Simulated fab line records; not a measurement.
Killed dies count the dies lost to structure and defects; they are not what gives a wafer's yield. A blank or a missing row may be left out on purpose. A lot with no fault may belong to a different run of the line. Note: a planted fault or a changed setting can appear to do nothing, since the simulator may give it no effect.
Comparing a struck lot with a sound one -- flow rit cmos -- 17 out of 202 route steps
Sound: the wafers L625.1, L625.3, L625.4. Wafers L629.1, L629.3, L629.4 were the ones struck. The cause is given at the end.
Per side, at each step with rows, come the tool, then ch with its chambers, and then its first start. Under that, the readings that differ: sound wafers -- struck wafers -- difference of the means -- sigmas: that difference in standard deviations of wafers without a fault.
alike: readings with means less than 2 such deviations apart, plus words and numbers identical on both sides. not compared: withheld readings, readings lacking a value on some wafer, bounds such as >300 that could conceal the same value, and numbers that have no deviation in the record and whose values overlap.
Wherever a step has rows on one side only, a row that says differs or no value, or a row with sigmas, the two part there. Numbers that have no deviation but don't overlap get no sigmas and don't part them. A reading missing from all wafers of one side parts the sides only when that side holds two or more wafers.

first, 1 step without rows for these wafers: RIT_PRETRO_DEVELOP_05 (develop time 68 s).
RIT_PRETRO_OVL_MEAS_06:
  sound on overlay-01, day 4 00:17; struck on overlay-02, day 4 20:41
  alike: PRETRO_OVL
then, 2 steps without rows for these wafers: RIT_PRETRO_HARDBAKE_07 (time 120 s); RIT_PRETRO_IMPLANT_08.
RIT_PRETRO_STRIP_09: strips in O2, time 180 s.
  sound on plasma asher-04 ch 0,1, day 4 00:43; struck on plasma asher-02 ch 0,1, day 4 21:07
  alike: chamber pressure mTorr, drypump motor current A
  not compared: rf hours counter h
RIT_PRETRO_TW_MEAS_10:
  sound on film metro-01, day 4 00:54; struck on film metro-02, day 4 21:17
  alike: PRETRO_TW
then, 5 steps without rows for these wafers: RIT_GATE_WET_ETCH_00 (etches SiO2 in BOE, target depth 56 nm, time 60 s); RIT_GATE_CLEAN_01 (cleans in SC1, time 600 s); RIT_GATE_CLEAN_02 (cleans in dHF, time 30 s); RIT_GATE_CLEAN_03 (cleans in SC2, time 600 s); RIT_GATE_CLEAN_04 (cleans in dHF, time 60 s).
RIT_FOX2_THK_MEAS_91:
  sound on film metro-04, day 4 01:23; struck on film metro-04, day 4 21:53
  alike: FIELD_OXIDE_LEFT_2_THK
RIT_GATE_OXIDATION_05: target thk 3 nm, ox time 270 s.
  sound on furnace-04 ch 0, day 4 01:54; struck on furnace-03 ch 0, day 4 23:02
reading,sound,struck,difference,sigmas
model.SiO2_of_GATE_OXIDATION_05.thk nm (nm),3.02 3.038 3.005,3.234 3.267 3.285,+0.241,
then, 1 step without rows for these wafers: RIT_GATE_ANNEAL_06 (time 600 s).
RIT_GATE_THK_MEAS_07:
  sound on film metro-04, day 4 03:13; struck on film metro-02, day 5 02:50
reading,sound,struck,difference,sigmas
GATE_OXIDE_THK (nm),3.01 3.01 2.96,3.25 3.27 3.33,+0.29,+4
then, 1 step without rows for these wafers: RIT_GATE_CVD_08 (deposits poly-Si from SiH4, target thk 250 nm, time 2220 s).
RIT_M1_PROBE_99:
  sound on prober-01, day 5 04:11; struck on prober-01, day 6 03:01
reading,sound,struck,difference,sigmas
model.etest.pmos_0p3.r on ohm um,6233 6287 6285,6430 6652 6650,+309,
model.etest.nmos_0p3.r on ohm um,2134 2162 2154,2204 2243 2252,+83,
model.etest.nmos narrow.drive ua um,234.7 231.1 233.6,210.4 209 206.3,-24.6,
model.etest.nmos_0p3.drive ua um,229.6 228.9 227.1,207.4 202.6 200.8,-24.9,
model.etest.pmos_0p3.drive ua um,102.4 101 100.5,95.37 91.46 91.09,-8.66,
model.etest.pmos narrow.drive ua um,106.3 103.5 104.1,98.56 94.05 94.28,-9.00,
  alike: killed at contacts, killed at front end, killed dies, killed open, killed short
  not compared: model.etest.nmos_0p15.drive ua um, model.etest.pmos_0p15.drive ua um

== WHERE THEY PART ==
At RIT_GATE_THK_MEAS_07 and nowhere else, as far as this record goes. Later steps at which nothing parts them and some readings are alike: RIT_M1_PROBE_99.

WHY: what the simulator had put in
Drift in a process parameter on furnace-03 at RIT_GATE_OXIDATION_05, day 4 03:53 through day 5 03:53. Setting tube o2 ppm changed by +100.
